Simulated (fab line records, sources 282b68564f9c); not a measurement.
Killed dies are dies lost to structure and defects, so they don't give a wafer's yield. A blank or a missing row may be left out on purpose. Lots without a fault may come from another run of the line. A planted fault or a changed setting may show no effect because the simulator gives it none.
Split-lot experiment | flow rit_cmos | 5 lots, 23 wafers read, on a route of 202 steps

THE SPLIT
At RIT_CONTACT_EXPOSE_05 (exposes mask M11, target cd 1000 nm), the setting dose_mj was moved away from the recipe's 250 on 10 of the 23 wafers read, by -5.1% to +4.4%. The other wafers ran this setting at the recipe's value.

FROM THE SPLIT TO THE READING: what the file shows between them, 6 steps
- RIT_CONTACT_PEB_06
- RIT_CONTACT_DEVELOP_07: develop time 120 s
- RIT_CONTACT_CD_MEAS_08: target cd 1000 nm
- RIT_CONTACT_HARDBAKE_10: time 60 s
- RIT_CONTACT_ETCH_11: etches SiO2 in CHF3/CF4/Ar, stops on TiSi2, target depth 480 nm, time 320 s
- RIT_CONTACT_STRIP_12: strips in O2, time 180 s

THE READING
cd_nm, in nm, at RIT_CONTACT_CD_MEAS_90 (target cd 1000 nm). Fault-free wafers of this fab line usually give 1000.1 nm, standard deviation 2 nm.

wafer  | tool, chamber at the split | dose_mj as run | against the recipe | cd_nm, nm | against lot-mates on the recipe
L074.2 | iline_stepper-01, 0        | 250            | recipe             | 999.0     | -
L074.3 | iline_stepper-01, 0        | 241            | -3.6%              | 992.2     | -8.0
L074.4 | iline_stepper-01, 0        | 241            | -3.6%              | 990.4     | -9.9
L074.5 | iline_stepper-01, 0        | 241            | -3.6%              | 989.2     | -11.0
L074.6 | iline_stepper-01, 0        | 250            | recipe             | 1001.5    | -
L075.1 | iline_stepper-01, 0        | 250            | recipe             | 998.1     | -
L075.5 | iline_stepper-01, 0        | 250            | recipe             | 999.7     | -
L075.6 | iline_stepper-01, 0        | 250            | recipe             | 997.9     | -
L077.1 | iline_stepper-02, 0        | 237.8          | -4.9%              | 983.5     | -15.6
L077.3 | iline_stepper-02, 0        | 250            | recipe             | 999.3     | -
L077.4 | iline_stepper-02, 0        | 237.8          | -4.9%              | 984.3     | -14.8
L077.5 | iline_stepper-02, 0        | 250            | recipe             | 999.6     | -
L077.6 | iline_stepper-02, 0        | 250            | recipe             | 998.5     | -
L080.1 | iline_stepper-02, 0        | 250            | recipe             | 998.7     | -
L080.2 | iline_stepper-02, 0        | 260.9          | +4.4%              | 1013.7    | +14.4
L080.4 | iline_stepper-02, 0        | 260.9          | +4.4%              | 1012.9    | +13.5
L080.5 | iline_stepper-02, 0        | 250            | recipe             | 1000.0    | -
L080.6 | iline_stepper-02, 0        | 260.9          | +4.4%              | 1012.9    | +13.5
L085.2 | iline_stepper-02, 0        | 237.3          | -5.1%              | 986.8     | -14.7
L085.3 | iline_stepper-02, 0        | 250            | recipe             | 1002.1    | -
L085.4 | iline_stepper-02, 0        | 250            | recipe             | 1001.1    | -
L085.5 | iline_stepper-02, 0        | 237.3          | -5.1%              | 987.1     | -14.4
L085.6 | iline_stepper-02, 0        | 250            | recipe             | 1001.4    | -

THE FIT
A straight line over all 23 wafers: cd_nm changes by +2.89 nm for each +1% of dose_mj; r = +0.99; the points scatter about the line by 1.5 nm.
The same after taking each lot's own level away (the mean of its wafers on the recipe; 23 wafers): +3 nm for each +1%; r = +0.99; scatter 0.93 nm.
On that fit, the largest move of dose_mj shifts the reading by 15 nm.
The lots' own levels span 998.57 to 1001.53 nm, that is 1.5 times the standard deviation above.
So the lot-to-lot level changes the slope little: the two slopes agree.
Check: with one of the wafers moved furthest among these (-5.1%) left out of the fit, the line predicts -15.1 nm for it against its lot-mates. It came out at -14.7 nm against them.

OTHER SPLITS ON THESE WAFERS
These wafers also went through other splits before the reading. Each is held against what the fit with the lots' levels taken away leaves over:
other split on the same wafers | wafers away from the commonest value | r with cd_nm (lot level and that fit taken away)
RIT_NLDD_IMPLANT_08 energy_kev | 10                                   | +0.28
RIT_PLDD_COAT_01 resist_thk_nm | 8                                    | -0.27
RIT_NSD_IMPLANT_08 energy_kev  | 7                                    | +0.09
RIT_PSD_IMPLANT_08 energy_kev  | 8                                    | -0.16
RIT_SILICIDE_SPUTTER_01 time_s | 7                                    | -0.21
RIT_CONTACT_CVD_00 time_s      | 6                                    | +0.07

THE WHOLE CHAIN: every reading that the file lists as answering this split, in the file's order
step                   | what it does                                                                | reading                                                        | change (the file's fit)              | r (the file's)
RIT_CONTACT_CD_MEAS_08 | target cd 1000 nm                                                           | cd_nm                                                          | +2.95 nm for each +1% of the setting | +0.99
RIT_CONTACT_ETCH_11    | etches SiO2 in CHF3/CF4/Ar, stops on TiSi2, target depth 480 nm, time 320 s | CONTACT.cd_nm (the simulator's own value, which no gauge read) | +2.95 nm for each +1% of the setting | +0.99
RIT_CONTACT_CD_MEAS_90 | target cd 1000 nm                                                           | cd_nm                                                          | +2.98 nm for each +1% of the setting | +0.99

THE FILE'S OWN FIT
cd_nm changes by +2.98 nm for each +1% of dose_mj, r = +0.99.
